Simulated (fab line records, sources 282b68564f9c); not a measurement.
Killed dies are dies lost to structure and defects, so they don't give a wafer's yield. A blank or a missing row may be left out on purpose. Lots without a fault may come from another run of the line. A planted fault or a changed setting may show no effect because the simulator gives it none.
Split-lot experiment | flow rit_cmos | 5 lots, 23 wafers read, on a route of 202 steps

THE SPLIT
At RIT_PRETRO_IMPLANT_08, the setting dose_cm2 was moved away from the recipe's 1.2e+13 on 10 of the 23 wafers read, by -7.0% to -3.4%. The other wafers ran this setting at the recipe's value.

FROM THE SPLIT TO THE READING: what the file shows between them, 1 step
- RIT_PRETRO_STRIP_09: strips in O2, time 180 s

THE READING
PRETRO_TW, at RIT_PRETRO_TW_MEAS_10. Fault-free wafers of this fab line usually give 476, standard deviation 4.3.

wafer  | tool, chamber at the split | dose_cm2 as run | against the recipe | PRETRO_TW | against lot-mates on the recipe
L075.2 | implanter-03, 0            | 1.135e+13       | -5.4%              | 460       | -9
L075.3 | implanter-03, 0            | 1.135e+13       | -5.4%              | 461       | -8
L075.4 | implanter-03, 0            | 1.2e+13         | recipe             | 467       | -
L075.5 | implanter-03, 0            | 1.2e+13         | recipe             | 470       | -
L075.6 | implanter-03, 0            | 1.2e+13         | recipe             | 470       | -
L076.1 | implanter-01, 0            | 1.2e+13         | recipe             | 470       | -
L076.2 | implanter-01, 0            | 1.153e+13       | -3.9%              | 463       | -6
L076.3 | implanter-01, 0            | 1.2e+13         | recipe             | 467       | -
L076.4 | implanter-01, 0            | 1.153e+13       | -3.9%              | 463       | -6
L076.5 | implanter-01, 0            | 1.2e+13         | recipe             | 470       | -
L078.1 | implanter-01, 0            | 1.2e+13         | recipe             | 467       | -
L078.2 | implanter-01, 0            | 1.159e+13       | -3.4%              | 466       | -2
L078.4 | implanter-01, 0            | 1.2e+13         | recipe             | 470       | -
L078.5 | implanter-01, 0            | 1.159e+13       | -3.4%              | 467       | -2
L078.6 | implanter-01, 0            | 1.159e+13       | -3.4%              | 467       | -2
L083.2 | implanter-01, 0            | 1.2e+13         | recipe             | 477       | -
L083.4 | implanter-01, 0            | 1.2e+13         | recipe             | 477       | -
L083.6 | implanter-01, 0            | 1.2e+13         | recipe             | 479       | -
L084.1 | implanter-04, 0            | 1.2e+13         | recipe             | 483       | -
L084.2 | implanter-04, 0            | 1.116e+13       | -7.0%              | 468       | -12
L084.3 | implanter-04, 0            | 1.116e+13       | -7.0%              | 467       | -14
L084.4 | implanter-04, 0            | 1.116e+13       | -7.0%              | 469       | -12
L084.5 | implanter-04, 0            | 1.2e+13         | recipe             | 478       | -

THE FIT
A straight line over all 23 wafers: PRETRO_TW changes by +1.25 for each +1% of dose_cm2; r = +0.58; the points scatter about the line by 4.9.
The same after taking each lot's own level away (the mean of its wafers on the recipe; 23 wafers): +1.62 for each +1%; r = +0.92; scatter 1.9.
On that fit, the largest move of dose_cm2 shifts the reading by 11.
The lots' own levels span 468.5 to 480.5, that is 2.8 times the standard deviation above.
So the lot-to-lot level blurs the effect unless lot-mates are compared.
Check: with one of the wafers moved furthest among these (-7.0%) left out of the fit, the line predicts -10.6 for it against its lot-mates. It came out at -12.5 against them.

OTHER SPLITS ON THESE WAFERS
These wafers also went through other splits before the reading. Each is held against what the fit with the lots' levels taken away leaves over:
other split on the same wafers       | wafers away from the commonest value | r with PRETRO_TW (lot level and that fit taken away)
RIT_ACTIVE_DEVELOP_10 develop_time_s | 5                                    | +0.05
RIT_ACTIVE_ETCH_13 over_etch_frac    | 7                                    | +0.36
RIT_FOX2_OXIDATION_00 temp_c         | 18                                   | +0.01
RIT_PWELL_COAT_01 resist_thk_nm      | 7                                    | -0.06
RIT_NRETRO_COAT_01 resist_thk_nm     | 7                                    | -0.16
RIT_NRETRO_DEVELOP_05 develop_time_s | 6                                    | -0.63

THE FILE'S OWN FIT
PRETRO_TW changes by +1.54 for each +1% of dose_cm2, r = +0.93.
